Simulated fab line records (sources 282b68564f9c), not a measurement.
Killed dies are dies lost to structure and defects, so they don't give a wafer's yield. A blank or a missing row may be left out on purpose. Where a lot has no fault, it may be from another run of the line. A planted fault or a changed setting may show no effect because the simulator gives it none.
fab line records + flow rit_cmos
[record]
- lots = 5
- wafers = 15
- last_day = 7
route steps=202 shown PRETRO@72 GATE@75 FOX2@80 M1@202
lots with no fault: from the same line, run without faults
start_h: hours from the record's first day to the start of the lot's first wafer shown + wait_h: hours since the lot's step before + " the same as in the row above + L1.1+2: a single row standing in for several wafers + - value missing, or start not given + * or withheld: withheld + < > ~ a bound
route shown NAME@n: NAME is a module with steps in the file, n the number in the route of the first one + usual: the fault-free wafers' mean and standard deviation + same: alike in all rows + chamber/n: place in a boat + sites: the reading at each site + _std_site: their standard deviation + _edge_site: outer sites' mean less inner sites' + radius_mm: for every site, how far away it sits from the centre of the wafer + mask NAME#n: copy n + behind: the tool/chamber that last shaped the wafer + hold: why the lot went on hold/how many hours it stayed there/how the hold came to an end + device: which transistor (n, p or np) failed to switch + end of line: at the end of the route, the tests of the same wafers + a step with no rows: only its recipe + killed: at the first sort, the dies lost to defects and structure; wafer yield is something else + map: dies across one wafer; x = killed, . = not, _ = none there
set.NAME: the setting as run; set.NAME@STEP: as run at that earlier step + model.NAME: the simulator's own value behind a step, which no gauge read
lots at selected steps of the route; one table per step, one row per wafer
services: when a tool's chamber went out of use (start_h, in hours from the record's first day, below 0 if earlier), for how many hours, and the reason
[[steps]]
[step RIT_PRETRO_IMPLANT_08]
[recipe]
- species = B
- energy_kev = 45
- dose_cm2 = 1.2e+13
- tilt_deg = 7
[step RIT_PRETRO_STRIP_09]
[recipe]
- chemistry = O2
- time_s = 180
- resist = NOVOLAK
- platen_temp_c = withheld
- power_w = 500
- pressure_mtorr = 4000
- o2_flow_sccm = 4000
[usual]
- drypump_motor_current_A = 5.7/0.45
- o2_flow_sccm = 4001/12
| lot.wafer | tool            | chamber | start_h | wait_h | drypump_motor_current_A | o2_flow_sccm | rf_hours_counter_h |
|-----------|-----------------|---------|---------|--------|-------------------------|--------------|--------------------|
| L323.3    | plasma_asher-01 | 0       | 67.52   | 0.1    | 5.1                     | 4003         | -                  |
| L323.4    | "               | 1       | "       | "      | 5.3                     | 4002         | -                  |
| L323.6    | "               | 1       | "       | "      | 5.3                     | 3987         | -                  |
| L325.1    | plasma_asher-01 | 1       | 77.71   | 0.1    | 5.3                     | 3992         | 43                 |
| L325.3    | "               | 0       | "       | "      | 5.1                     | 3995         | -                  |
| L325.4    | "               | 1       | "       | "      | 5.3                     | 3996         | -                  |
| L332.2    | plasma_asher-02 | 1       | 113.12  | 0.1    | 4.9                     | 4015         | 46                 |
| L332.3    | "               | 1       | "       | "      | 4.9                     | 4011         | -                  |
| L332.6    | "               | 0       | "       | "      | 5.9                     | 4006         | -                  |
| L335.3    | plasma_asher-02 | 0       | 128.44  | 0.1    | 5.9                     | 3999         | -                  |
| L335.5    | "               | 1       | "       | "      | 4.9                     | 4008         | -                  |
| L335.6    | "               | 0       | "       | "      | 5.9                     | 3982         | -                  |
| L338.2    | plasma_asher-03 | 0       | 145.10  | 0.1    | 5.9                     | 3985         | 37                 |
| L338.4    | "               | 0       | "       | "      | 5.9                     | 4019         | -                  |
| L338.5    | "               | 1       | "       | "      | 6.2                     | 3991         | -                  |
[step RIT_PRETRO_TW_MEAS_10]
[usual]
- PRETRO_TW = 480/3.5
| lot.wafer | tool          | chamber | start_h | wait_h | PRETRO_TW |
|-----------|---------------|---------|---------|--------|-----------|
| L323.3    | film_metro-01 | -       | 67.66   | 0.1    | 478       |
| L323.4    | "             | -       | "       | "      | 477       |
| L323.6    | "             | -       | "       | "      | 478       |
| L325.1    | film_metro-04 | -       | 77.88   | 0.1    | 484       |
| L325.3    | "             | -       | "       | "      | 483       |
| L325.4    | "             | -       | "       | "      | 486       |
| L332.2    | film_metro-03 | -       | 113.31  | 0.1    | 479       |
| L332.3    | "             | -       | "       | "      | 475       |
| L332.6    | "             | -       | "       | "      | 479       |
| L335.3    | film_metro-01 | -       | 128.58  | 0.1    | 480       |
| L335.5    | "             | -       | "       | "      | 480       |
| L335.6    | "             | -       | "       | "      | 484       |
| L338.2    | film_metro-03 | -       | 145.28  | 0.1    | 481       |
| L338.4    | "             | -       | "       | "      | 478       |
| L338.5    | "             | -       | "       | "      | 480       |
[step RIT_GATE_WET_ETCH_00]
[recipe]
- chemistry = BOE
- target = SiO2
- target_depth_nm = 56
- time_s = 60
- dry = n2_spin
- dilution = 10:1
- temp_c = 21.5
[step RIT_GATE_CLEAN_01]
[recipe]
- chemistry = SC1
- mix = 3:3:50
- time_s = 600
- temp_c = 75
[step RIT_GATE_CLEAN_02]
[recipe]
- chemistry = dHF
- dilution = 50:1
- time_s = 30
[step RIT_GATE_CLEAN_03]
[recipe]
- chemistry = SC2
- mix = 3:3:50
- time_s = 600
- temp_c = 75
- dry = n2_spin
[step RIT_GATE_CLEAN_04]
[recipe]
- chemistry = dHF
- dilution = 50:1
- time_s = 60
- dry = n2_spin
[step RIT_FOX2_THK_MEAS_91]
[recipe]
- reads = SiO2_of_FOX2_OXIDATION_00
[usual]
- FIELD_OXIDE_LEFT_2_THK = 255/4.8
| lot.wafer | tool          | chamber | start_h | wait_h | FIELD_OXIDE_LEFT_2_THK[nm] |
|-----------|---------------|---------|---------|--------|----------------------------|
| L323.3    | film_metro-01 | -       | 68.15   | 0.0    | 250                        |
| L323.4    | "             | -       | "       | "      | 256                        |
| L323.6    | "             | -       | "       | "      | 249                        |
| L325.1    | film_metro-01 | -       | 78.38   | 0.0    | 251                        |
| L325.3    | "             | -       | "       | "      | 254                        |
| L325.4    | "             | -       | "       | "      | 254                        |
| L332.2    | film_metro-03 | -       | 113.79  | 0.0    | 256                        |
| L332.3    | "             | -       | "       | "      | 255                        |
| L332.6    | "             | -       | "       | "      | 261                        |
| L335.3    | film_metro-03 | -       | 129.09  | 0.0    | 260                        |
| L335.5    | "             | -       | "       | "      | 257                        |
| L335.6    | "             | -       | "       | "      | 259                        |
| L338.2    | film_metro-01 | -       | 145.76  | 0.0    | 255                        |
| L338.4    | "             | -       | "       | "      | 258                        |
| L338.5    | "             | -       | "       | "      | 257                        |
[step RIT_GATE_OXIDATION_05]
[recipe]
- temp_c = 900
- ambient = O2
- target_thk_a = 30
- ox_time_s = 270
[step RIT_GATE_ANNEAL_06]
[recipe]
- temp_c = 900
- time_s = 600
- ambient = N2O
[step RIT_GATE_THK_MEAS_07]
[recipe]
- reads = SiO2_of_GATE_OXIDATION_05
[usual]
- GATE_OXIDE_THK = 3.01/0.061
| lot.wafer | tool          | chamber | start_h | wait_h | GATE_OXIDE_THK[nm] |
|-----------|---------------|---------|---------|--------|--------------------|
| L323.3    | film_metro-02 | -       | 70.56   | 0.0    | 3.06               |
| L323.4    | "             | -       | "       | "      | 3.02               |
| L323.6    | "             | -       | "       | "      | 3.16               |
| L325.1    | film_metro-02 | -       | 79.76   | 0.0    | 3.00               |
| L325.3    | "             | -       | "       | "      | 2.98               |
| L325.4    | "             | -       | "       | "      | 3.06               |
| L332.2    | film_metro-01 | -       | 115.30  | 0.0    | 2.93               |
| L332.3    | "             | -       | "       | "      | 2.91               |
| L332.6    | "             | -       | "       | "      | 2.96               |
| L335.3    | film_metro-02 | -       | 133.10  | 0.0    | 3.06               |
| L335.5    | "             | -       | "       | "      | 2.99               |
| L335.6    | "             | -       | "       | "      | 3.01               |
| L338.2    | film_metro-01 | -       | 148.37  | 0.0    | 3.11               |
| L338.4    | "             | -       | "       | "      | 3.12               |
| L338.5    | "             | -       | "       | "      | 2.99               |
[step RIT_GATE_CVD_08]
[recipe]
- material = poly-Si
- target_thk_nm = 250
- temp_c = 610
- precursor = SiH4
- time_s = 2220
- pressure_mtorr = 313.6
- sih4_flow_sccm = 100
[usual]
- spike_tc_centre_C = 611.4/1.4
- spike_tc_source_C = 631.7/2.9
| lot.wafer | tool     | chamber | start_h | wait_h | spike_tc_centre_C | spike_tc_source_C | model.poly-Si_of_GATE_CVD_08.thk_nm |
|-----------|----------|---------|---------|--------|-------------------|-------------------|-------------------------------------|
| L323.3    | lpcvd-02 | 0       | 70.60   | 0.0    | 609.9             | 631.5             | 255.8                               |
| L323.4    | "        | 0       | "       | "      | 610.2             | 631.9             | 255                                 |
| L323.6    | "        | 0       | "       | "      | 610.3             | 632.1             | 252.9                               |
| L325.1    | lpcvd-01 | 1       | 79.82   | 0.1    | 614.5             | 636.0             | 254.8                               |
| L325.3    | "        | 1       | "       | "      | 614.2             | 635.9             | 257.7                               |
| L325.4    | "        | 1       | "       | "      | 613.7             | 634.6             | 254.2                               |
| L332.2    | lpcvd-02 | 1       | 115.35  | 0.0    | 611.6             | 628.0             | 342.9                               |
| L332.3    | "        | 1       | "       | "      | 610.0             | 627.9             | 341.6                               |
| L332.6    | "        | 1       | "       | "      | 610.9             | 629.3             | 343.5                               |
| L335.3    | lpcvd-01 | 1       | 133.14  | 0.0    | 612.3             | 635.7             | 259.3                               |
| L335.5    | "        | 1       | "       | "      | 612.5             | 636.7             | 257.5                               |
| L335.6    | "        | 1       | "       | "      | 612.4             | 635.6             | 260.3                               |
| L338.2    | lpcvd-01 | 0       | 148.53  | 0.2    | 610.4             | 631.1             | 257                                 |
| L338.4    | "        | 0       | "       | "      | 611.7             | 633.3             | 254.5                               |
| L338.5    | "        | 0       | "       | "      | 611.0             | 632.5             | 256.9                               |
[step RIT_GATE_THK_MEAS_09]
[recipe]
- reads = poly-Si_of_GATE_CVD_08
[usual]
- GATE_POLY_THK = 256.2/2.1
| lot.wafer | tool          | chamber | start_h | wait_h | GATE_POLY_THK[nm] |
|-----------|---------------|---------|---------|--------|-------------------|
| L323.3    | film_metro-03 | -       | 72.24   | 0.0    | 255.9             |
| L323.4    | "             | -       | "       | "      | 254.8             |
| L323.6    | "             | -       | "       | "      | 252.9             |
| L325.1    | film_metro-03 | -       | 81.44   | 0.0    | 254.6             |
| L325.3    | "             | -       | "       | "      | 257.8             |
| L325.4    | "             | -       | "       | "      | 254.3             |
| L332.2    | film_metro-02 | -       | 116.98  | 0.0    | 342.8             |
| L332.3    | "             | -       | "       | "      | 341.7             |
| L332.6    | "             | -       | "       | "      | 343.5             |
| L335.3    | film_metro-02 | -       | 134.78  | 0.0    | 259.3             |
| L335.5    | "             | -       | "       | "      | 257.5             |
| L335.6    | "             | -       | "       | "      | 260.2             |
| L338.2    | film_metro-01 | -       | 150.16  | 0.0    | 257.0             |
| L338.4    | "             | -       | "       | "      | 254.4             |
| L338.5    | "             | -       | "       | "      | 256.8             |
[step RIT_GATE_HMDS_10]
[recipe]
- prime_time_s = 60
- prime_temp_c = 140
[step RIT_GATE_COAT_11]
[recipe]
- resist = NOVOLAK
- spin_rpm = 4250
- resist_thk_nm = 850
[step RIT_GATE_SOFTBAKE_12]
[recipe]
- resist = NOVOLAK
- temp_c = 90
- time_s = 60
[step RIT_GATE_EXPOSE_13]
[recipe]
- mask_id = M6
- na = 0.6
- source_shape = conventional
- sigma_outer = 0.6
- target_cd_nm = 150
- dose_mj = 384.5
[step RIT_GATE_PEB_14]
[recipe]
- resist = NOVOLAK
- temp_c = withheld
- time_s = withheld
[step RIT_GATE_DEVELOP_15]
[recipe]
- resist = NOVOLAK
- develop_time_s = 50
- dev_temp_c = 23
[step RIT_GATE_CD_MEAS_16]
[recipe]
- target_cd_nm = 150
[usual]
- cd_nm = 149.2/2.8
| lot.wafer | tool      | chamber | start_h | wait_h | cd_nm |
|-----------|-----------|---------|---------|--------|-------|
| L323.3    | cd_sem-02 | -       | 73.29   | -      | 145.4 |
| L323.4    | "         | -       | "       | "      | 148.3 |
| L323.6    | "         | -       | "       | "      | 147.4 |
| L325.1    | cd_sem-01 | -       | 82.35   | -      | 151.4 |
| L325.3    | "         | -       | "       | "      | 153.2 |
| L325.4    | "         | -       | "       | "      | 151.7 |
| L332.2    | cd_sem-01 | -       | 118.02  | -      | 155.4 |
| L332.3    | "         | -       | "       | "      | 154.9 |
| L332.6    | "         | -       | "       | "      | 154.6 |
| L335.3    | cd_sem-01 | -       | 135.77  | -      | 152.4 |
| L335.5    | "         | -       | "       | "      | 152.0 |
| L335.6    | "         | -       | "       | "      | 153.1 |
| L338.2    | cd_sem-01 | -       | 151.08  | -      | 145.1 |
| L338.4    | "         | -       | "       | "      | 145.2 |
| L338.5    | "         | -       | "       | "      | 147.3 |
[step RIT_GATE_OVL_MEAS_17]
[usual]
- GATE_OVL = -0.6/1.4
| lot.wafer | tool       | chamber | start_h | wait_h | GATE_OVL[nm] |
|-----------|------------|---------|---------|--------|--------------|
| L323.3    | overlay-02 | -       | 73.38   | 0.1    | -1.3         |
| L323.4    | "          | -       | "       | "      | -1.3         |
| L323.6    | "          | -       | "       | "      | -1.2         |
| L325.1    | overlay-01 | -       | 82.47   | 0.1    | -0.6         |
| L325.3    | "          | -       | "       | "      | -2.1         |
| L325.4    | "          | -       | "       | "      | -0.9         |
| L332.2    | overlay-01 | -       | 118.13  | 0.1    | 0.4          |
| L332.3    | "          | -       | "       | "      | -0.5         |
| L332.6    | "          | -       | "       | "      | -0.6         |
| L335.3    | overlay-01 | -       | 135.86  | 0.1    | -0.7         |
| L335.5    | "          | -       | "       | "      | -2.3         |
| L335.6    | "          | -       | "       | "      | 2.1          |
| L338.2    | overlay-01 | -       | 151.18  | 0.1    | 0.6          |
| L338.4    | "          | -       | "       | "      | -0.7         |
| L338.5    | "          | -       | "       | "      | 0.8          |
[step RIT_GATE_HARDBAKE_18]
[recipe]
- resist = NOVOLAK
- temp_c = 140
- time_s = 60
[step RIT_GATE_ETCH_19]
[recipe]
- chemistry = SF6/CHF3/O2
- time_s = 165
- SF6_flow_sccm = 30
- CHF3_flow_sccm = 30
- O2_flow_sccm = 5
- target = poly-Si
- pressure_mtorr = 40
- rf_w = 160
- target_depth_a = 3125
- over_etch_frac = 0.25
- stop_on = SiO2
[usual]
- SF6_flow_sccm = 29.99/0.092
- drypump_motor_current_A = 5.6/0.53
- oes_product_au = 0.868/0.013
- throttle_valve_pct = 10.17/0.17
| lot.wafer | tool      | chamber | start_h | wait_h | SF6_flow_sccm | drypump_motor_current_A | oes_product_au | rf_hours_counter_h | throttle_valve_pct | model.GATE.feature_depth_nm | model.etch.depth_nm |
|-----------|-----------|---------|---------|--------|---------------|-------------------------|----------------|--------------------|--------------------|-----------------------------|---------------------|
| L323.3    | rie_si-01 | 0       | 73.56   | 0.1    | 30.05         | 5.9                     | 0.862          | 118                | 10.25              | 255.8                       | 255.8               |
| L323.4    | "         | 0       | "       | "      | 30.03         | 5.9                     | 0.855          | -                  | 10.23              | 255                         | 255                 |
| L323.6    | "         | 1       | "       | "      | 30.14         | 6.8                     | 0.859          | -                  | 10.01              | 252.9                       | 252.9               |
| L325.1    | rie_si-01 | 0       | 82.65   | 0.1    | 30.06         | 5.9                     | 0.856          | 118                | 10.24              | 254.8                       | 254.8               |
| L325.3    | "         | 3       | "       | "      | 30.03         | 5.4                     | 0.849          | 0                  | 10.34              | 257.7                       | 257.7               |
| L325.4    | "         | 1       | "       | "      | 29.93         | 6.8                     | 0.858          | 2                  | 10.03              | 254.2                       | 254.2               |
| L332.2    | rie_si-02 | 1       | 118.31  | 0.1    | 30.10         | 5.8                     | 1.000          | 47                 | 9.96               | 307                         | 307                 |
| L332.3    | "         | 3       | "       | "      | 30.17         | 5.2                     | 1.007          | 25                 | 10.12              | 320.1                       | 320.1               |
| L332.6    | "         | 2       | "       | "      | 29.99         | 5.2                     | 0.974          | -                  | 10.50              | 298.9                       | 298.9               |
| L335.3    | rie_si-01 | 0       | 136.03  | 0.1    | 30.07         | 5.9                     | 0.871          | 119                | 10.23              | 259.3                       | 259.3               |
| L335.5    | "         | 3       | "       | "      | 29.83         | 5.3                     | 0.854          | -                  | 10.34              | 257.5                       | 257.5               |
| L335.6    | "         | 2       | "       | "      | 29.89         | 5.5                     | 0.892          | -                  | 10.06              | 260.3                       | 260.3               |
| L338.2    | rie_si-02 | 2       | 151.36  | 0.1    | 30.01         | 5.1                     | 0.865          | 72                 | 10.49              | 257                         | 257                 |
| L338.4    | "         | 0       | "       | "      | 30.11         | 5.0                     | 0.871          | 3                  | 10.23              | 254.5                       | 254.5               |
| L338.5    | "         | 1       | "       | "      | 29.97         | 5.8                     | 0.883          | -                  | 9.97               | 256.9                       | 256.9               |
[step RIT_GATE_STRIP_20]
[recipe]
- chemistry = O2
- time_s = 180
- resist = NOVOLAK
- platen_temp_c = withheld
- power_w = 500
- pressure_mtorr = 4000
- o2_flow_sccm = 4000
[usual]
- drypump_motor_current_A = 5.4/0.44
- o2_flow_sccm = 3999/12
| lot.wafer | tool            | chamber | start_h | wait_h | drypump_motor_current_A | o2_flow_sccm | rf_hours_counter_h |
|-----------|-----------------|---------|---------|--------|-------------------------|--------------|--------------------|
| L323.3    | plasma_asher-04 | 0       | 73.73   | 0.1    | 4.8                     | 3995         | -                  |
| L323.4    | "               | 1       | "       | "      | 5.4                     | 3983         | -                  |
| L323.6    | "               | 0       | "       | "      | 4.8                     | 3986         | -                  |
| L325.1    | plasma_asher-03 | 1       | 82.76   | 0.1    | 6.2                     | 4004         | 30                 |
| L325.3    | "               | 0       | "       | "      | 5.9                     | 3992         | -                  |
| L325.4    | "               | 1       | "       | "      | 6.2                     | 4008         | -                  |
| L332.2    | plasma_asher-01 | 1       | 118.42  | 0.1    | 5.3                     | 4000         | 47                 |
| L332.3    | "               | 1       | "       | "      | 5.3                     | 4012         | -                  |
| L332.6    | "               | 0       | "       | "      | 5.1                     | 4001         | -                  |
| L335.3    | plasma_asher-04 | 0       | 136.20  | 0.1    | 4.8                     | 3992         | -                  |
| L335.5    | "               | 1       | "       | "      | 5.4                     | 3988         | -                  |
| L335.6    | "               | 0       | "       | "      | 4.8                     | 3973         | -                  |
| L338.2    | plasma_asher-03 | 0       | 151.47  | 0.1    | 5.9                     | 4014         | 37                 |
| L338.4    | "               | 0       | "       | "      | 5.9                     | 4021         | -                  |
| L338.5    | "               | 0       | "       | "      | 5.9                     | 4026         | -                  |
[step RIT_M1_PROBE_99]
[usual]
- killed_at_front_end = 7/3.2
- killed_dies = 7/3.2
- killed_on_rim = 1.9/1.4
- killed_open = 3.6/1.9
- killed_short = 3.6/2
[same]
- gross_dies = 264
- killed_at_M0_to_M3 = 0
- killed_at_M4_up = 0
- killed_at_back_side = 0
- killed_at_contacts = 0
- killed_at_other = 0
| lot.wafer | tool      | chamber | start_h | wait_h | killed_at_front_end | killed_dies | killed_on_rim | killed_open | killed_short |
|-----------|-----------|---------|---------|--------|---------------------|-------------|---------------|-------------|--------------|
| L323.3    | prober-01 | -       | 94.89   | 0.2    | 5                   | 5           | 2             | 3           | 2            |
| L323.4    | prober-01 | -       | 94.94   | 0.2    | 5                   | 5           | 3             | 0           | 5            |
| L323.6    | prober-01 | -       | 95.04   | 0.2    | 6                   | 6           | 1             | 5           | 1            |
| L325.1    | prober-02 | -       | 102.77  | 0.1    | 4                   | 4           | 1             | 1           | 3            |
| L325.3    | prober-02 | -       | 102.87  | 0.2    | 3                   | 3           | 1             | 3           | 0            |
| L325.4    | prober-02 | -       | 102.92  | 0.2    | 12                  | 12          | 2             | 7           | 5            |
| L332.2    | prober-02 | -       | 138.58  | 0.1    | 264                 | 264         | 70            | 4           | 1            |
| L332.3    | prober-02 | -       | 138.63  | 0.2    | 263                 | 263         | 70            | 4           | 2            |
| L332.6    | prober-02 | -       | 138.78  | 0.2    | 264                 | 264         | 70            | 1           | 2            |
| L335.3    | prober-01 | -       | 155.56  | 0.2    | 15                  | 15          | 6             | 6           | 9            |
| L335.5    | prober-01 | -       | 155.66  | 0.2    | 15                  | 15          | 8             | 10          | 4            |
| L335.6    | prober-01 | -       | 155.71  | 0.2    | 15                  | 15          | 3             | 4           | 8            |
| L338.2    | prober-02 | -       | 172.13  | 0.1    | 7                   | 7           | 3             | 2           | 5            |
| L338.4    | prober-02 | -       | 172.23  | 0.2    | 5                   | 5           | 0             | 3           | 2            |
| L338.5    | prober-02 | -       | 172.28  | 0.2    | 8                   | 8           | 3             | 3           | 5            |
// killed by level:class
L323.3 GATE:geometric_particle:open=2 FOX1:geometric_particle:short=1 FOX2:geometric_particle:short=1 SPACER:geometric_particle:open=1
L323.4 SILICIDE:geometric_particle:short=3 FOX1:geometric_particle:short=1 GATE:geometric_particle:short=1
L323.6 SILICIDE:geometric_particle:open=4 FOX1:geometric_particle:short=1 FOX1:geometric_particle:open=1
L325.1 REOX:geometric_particle:short=1 REOX:geometric_particle:open=1 SPACER:geometric_particle:short=1 SILICIDE:geometric_particle:short=1
L325.3 REOX:geometric_particle:open=2 SPACER:geometric_particle:open=1
L325.4 FOX1:geometric_particle:open=3 FOX1:geometric_particle:short=3 GATE:geometric_particle:open=2 GATE:geometric_particle:short=1 SPACER:geometric_particle:open=1 SILICIDE:geometric_particle:open=1 SILICIDE:geometric_particle:short=1
L332.2 GATE:area_etch=259 GATE:geometric_particle:open=2 FOX1:geometric_particle:open=1 REOX:geometric_particle:open=1 SPACER:geometric_particle:short=1
L332.3 GATE:area_etch=257 FOX1:geometric_particle:open=2 GATE:geometric_particle:short=1 SPACER:geometric_particle:open=1 SPACER:geometric_particle:short=1 SILICIDE:geometric_particle:open=1
L332.6 GATE:area_etch=261 FOX1:geometric_particle:open=1 GATE:geometric_particle:short=1 SPACER:geometric_particle:short=1
L335.3 GATE:geometric_particle:short=5 FOX2:geometric_particle:short=3 GATE:geometric_particle:open=3 FOX1:geometric_particle:open=1 FOX1:geometric_particle:short=1 FOX2:geometric_particle:open=1 SILICIDE:geometric_particle:open=1
L335.5 FOX2:geometric_particle:open=4 GATE:geometric_particle:open=4 FOX2:geometric_particle:short=2 GATE:geometric_particle:short=2 SPACER:geometric_particle:open=2 PLDD:coat_microbubble_printed=1
L335.6 GATE:geometric_particle:short=3 SILICIDE:geometric_particle:short=3 PLDD:coat_microbubble_printed=3 SPACER:geometric_particle:open=2 FOX1:geometric_particle:open=1 FOX2:geometric_particle:short=1 GATE:geometric_particle:open=1 SPACER:geometric_particle:short=1
L338.2 REOX:geometric_particle:short=2 REOX:geometric_particle:open=2 SILICIDE:geometric_particle:short=2 FOX2:geometric_particle:short=1
L338.4 FOX1:geometric_particle:open=1 GATE:geometric_particle:short=1 REOX:geometric_particle:short=1 REOX:geometric_particle:open=1 SILICIDE:geometric_particle:open=1
L338.5 SILICIDE:geometric_particle:short=2 FOX1:geometric_particle:open=1 FOX2:geometric_particle:short=1 GATE:geometric_particle:short=1 GATE:geometric_particle:open=1 SPACER:geometric_particle:open=1 SPACER:geometric_particle:short=1
// map L332.2 (x killed, . not)
________xxxxxxx_______
_____xxxxxxxxxxxxx____
____xxxxxxxxxxxxxxx___
___xxxxxxxxxxxxxxxxx__
__xxxxxxxxxxxxxxxxxxx_
__xxxxxxxxxxxxxxxxxxx_
_xxxxxxxxxxxxxxxxxxxxx
_xxxxxxxxxxxxxxxxxxxxx
_xxxxxxxxxxxxxxxxxxxxx
_xxxxxxxxxxxxxxxxxxxxx
__xxxxxxxxxxxxxxxxxxx_
__xxxxxxxxxxxxxxxxxxx_
___xxxxxxxxxxxxxxxxx__
____xxxxxxxxxxxxxxx___
_____xxxxxxxxxxxxx____
________xxxxxxx_______
// map L323.6 (x killed, . not)
________......._______
_____.............____
____..x............___
___.................__
__.................x._
__..................._
_..............x......
_.....................
_..................x..
_.....................
__..................._
__..........xx......._
___.................__
____...............___
_____.............____
________......._______
[[services]]
| tool            | chamber | start_h | hours | kind           |
|-----------------|---------|---------|-------|----------------|
| rie_si-01       | 3       | 55.63   | -     | clean          |
| rie_si-01       | 3       | 55.63   | 24.7  | scheduled_down |
| rie_si-01       | 3       | 55.63   | 24.7  | vent_cycle     |
| plasma_asher-01 | -       | 71.10   | 1.1   | repair         |
| rie_si-01       | -       | 74.55   | 2.8   | pm             |
| rie_si-02       | 2       | 86.26   | 2.5   | repair         |
| plasma_asher-04 | -       | 93.70   | 0.7   | repair         |
| plasma_asher-04 | -       | 108.75  | 9.0   | pm             |
| plasma_asher-04 | 0       | 108.75  | 9.0   | vent_cycle     |
| plasma_asher-04 | 1       | 108.75  | 9.0   | vent_cycle     |
| plasma_asher-04 | -       | 117.75  | 2.8   | pm             |
| plasma_asher-04 | 0       | 117.75  | -     | clean          |
| plasma_asher-04 | 1       | 117.75  | -     | clean          |
| rie_si-02       | -       | 151.47  | 2.8   | pm             |
[[key]]
[first_sign]
- step = RIT_GATE_THK_MEAS_09
- reading = GATE_POLY_THK
- direction = up
- sigmas = 41
- usual = 256.2
- struck = 342.7
[effect]
- step = RIT_GATE_ETCH_19
- reading = oes_product_au
- direction = up
- sigmas = 9.9
- usual = 0.868
- struck = 0.994
[effect]
- step = RIT_M1_PROBE_99
- reading = killed_dies
- direction = up
- sigmas = 81
- usual = 7
- struck = 264
[model_effect]
- step = RIT_GATE_CVD_08
- value = poly-Si_of_GATE_CVD_08.thk_nm
- without = 259.3
- struck = 342.7
[model_effect]
- step = RIT_GATE_ETCH_19
- value = GATE.feature_depth_nm
- without = 259.3
- struck = 308.6
[more_kills_born_at]
- RIT_GATE_ETCH_19@rie_si-02 = 777
met_at RIT_GATE_CVD_08
struck_wafers L332.2,L332.3,L332.6
later_rows_left_out L332.2,L332.3,L332.6
tester_left_out L332
[fault]
- kind = process_parameter_drift
- tool = lpcvd-02
- chamber = 1
- onset_h = 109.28
- steps = RIT_GATE_CVD_08
- channel = target_thk_nm
- offset = 81.53
- shape = step
- end_h = 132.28
- acts_in = these_recipes_only
- stated = 250
// tester_left_out: of these lots the tester's yield and bins aren't shown, on N5 and GAA mostly nor the transistor test; their killed dies are dies lost to structure and defects alone, not to doping, threshold or leakage, so they don't give the yield
// later_rows_left_out: the simulator's readings of these wafers behind a module that went badly wrong aren't trusted and aren't shown, but for the sort
